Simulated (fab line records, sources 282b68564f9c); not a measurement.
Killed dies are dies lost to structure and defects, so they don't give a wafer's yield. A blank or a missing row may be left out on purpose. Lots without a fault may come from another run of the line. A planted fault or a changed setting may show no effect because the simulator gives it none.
Split-lot experiment | flow rit_cmos | 5 lots, 23 wafers read, on a route of 202 steps

THE SPLIT
At RIT_GATE_CVD_08 (deposits poly-Si from SiH4, target thk 250 nm, time 2220 s), the setting sih4_flow_sccm was moved away from the recipe's 100 sccm on 15 of the 23 wafers read, by -7.5% to +13.5%. The other wafers ran this setting at the recipe's value.

FROM THE SPLIT TO THE READING: what the file shows between them, 3 steps
- RIT_GATE_THK_MEAS_09
- RIT_GATE_DEVELOP_15: develop time 50 s (also split here: dev_temp_c)
- RIT_GATE_HARDBAKE_18: time 60 s

THE READING
oes_product_au, in a.u., at RIT_GATE_ETCH_19 (etches poly-Si in SF6/CHF3/O2, stops on SiO2, time 165 s, target depth 312.5 nm). Fault-free wafers of this fab line usually give 0.844 a.u., standard deviation 0.011 a.u..

wafer  | tool, chamber at the split | sih4_flow_sccm as run, sccm | against the recipe | oes_product_au, a.u. | against lot-mates on the recipe
L075.1 | -, -                       | 111                         | +11.0%             | 0.933                | no lot-mate on the recipe
L075.2 | -, -                       | 111                         | +11.0%             | 0.898                | no lot-mate on the recipe
L075.3 | -, -                       | 111                         | +11.0%             | 0.903                | no lot-mate on the recipe
L075.5 | -, -                       | 111                         | +11.0%             | 0.917                | no lot-mate on the recipe
L075.6 | -, -                       | 111                         | +11.0%             | 0.911                | no lot-mate on the recipe
L076.1 | -, -                       | 113.5                       | +13.5%             | 0.942                | no lot-mate on the recipe
L076.2 | -, -                       | 113.5                       | +13.5%             | 0.921                | no lot-mate on the recipe
L076.4 | -, -                       | 113.5                       | +13.5%             | 0.928                | no lot-mate on the recipe
L076.5 | -, -                       | 113.5                       | +13.5%             | 0.920                | no lot-mate on the recipe
L076.6 | -, -                       | 113.5                       | +13.5%             | 0.910                | no lot-mate on the recipe
L077.1 | -, -                       | 100                         | recipe             | 0.842                | -
L077.2 | -, -                       | 100                         | recipe             | 0.843                | -
L077.4 | -, -                       | 100                         | recipe             | 0.861                | -
L077.5 | -, -                       | 100                         | recipe             | 0.837                | -
L077.6 | -, -                       | 100                         | recipe             | 0.853                | -
L081.1 | -, -                       | 92.52                       | -7.5%              | 0.797                | no lot-mate on the recipe
L081.3 | -, -                       | 92.52                       | -7.5%              | 0.810                | no lot-mate on the recipe
L081.4 | -, -                       | 92.52                       | -7.5%              | 0.791                | no lot-mate on the recipe
L081.5 | -, -                       | 92.52                       | -7.5%              | 0.790                | no lot-mate on the recipe
L081.6 | -, -                       | 92.52                       | -7.5%              | 0.800                | no lot-mate on the recipe
L082.1 | lpcvd-01, 1                | 100                         | recipe             | 0.858                | -
L082.4 | lpcvd-01, 1                | 100                         | recipe             | 0.843                | -
L082.6 | lpcvd-01, 1                | 100                         | recipe             | 0.840                | -

THE FIT
A straight line over all 23 wafers: oes_product_au changes by +0.00603 a.u. for each +1% of sih4_flow_sccm; r = +0.98; the points scatter about the line by 0.01 a.u..
Too few moved wafers have a lot-mate on the recipe to fit a line with each lot's own level taken away.

THE WHOLE CHAIN: every reading that the file lists as answering this split, in the file's order
step                 | what it does                                                                    | reading                                                                        | change (the file's fit)                   | r (the file's)
RIT_GATE_CVD_08      | deposits poly-Si from SiH4, target thk 250 nm, time 2220 s                      | poly-Si_of_GATE_CVD_08.thk_nm (the simulator's own value, which no gauge read) | +2.5 nm for each +1% of the setting       | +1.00
RIT_GATE_THK_MEAS_09 |                                                                                 | GATE_POLY_THK                                                                  | +2.49 for each +1% of the setting         | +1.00
RIT_GATE_ETCH_19     | etches poly-Si in SF6/CHF3/O2, stops on SiO2, time 165 s, target depth 312.5 nm | oes_product_au                                                                 | +0.00604 a.u. for each +1% of the setting | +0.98

THE FILE'S OWN FIT
oes_product_au changes by +0.00604 a.u. for each +1% of sih4_flow_sccm, r = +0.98.
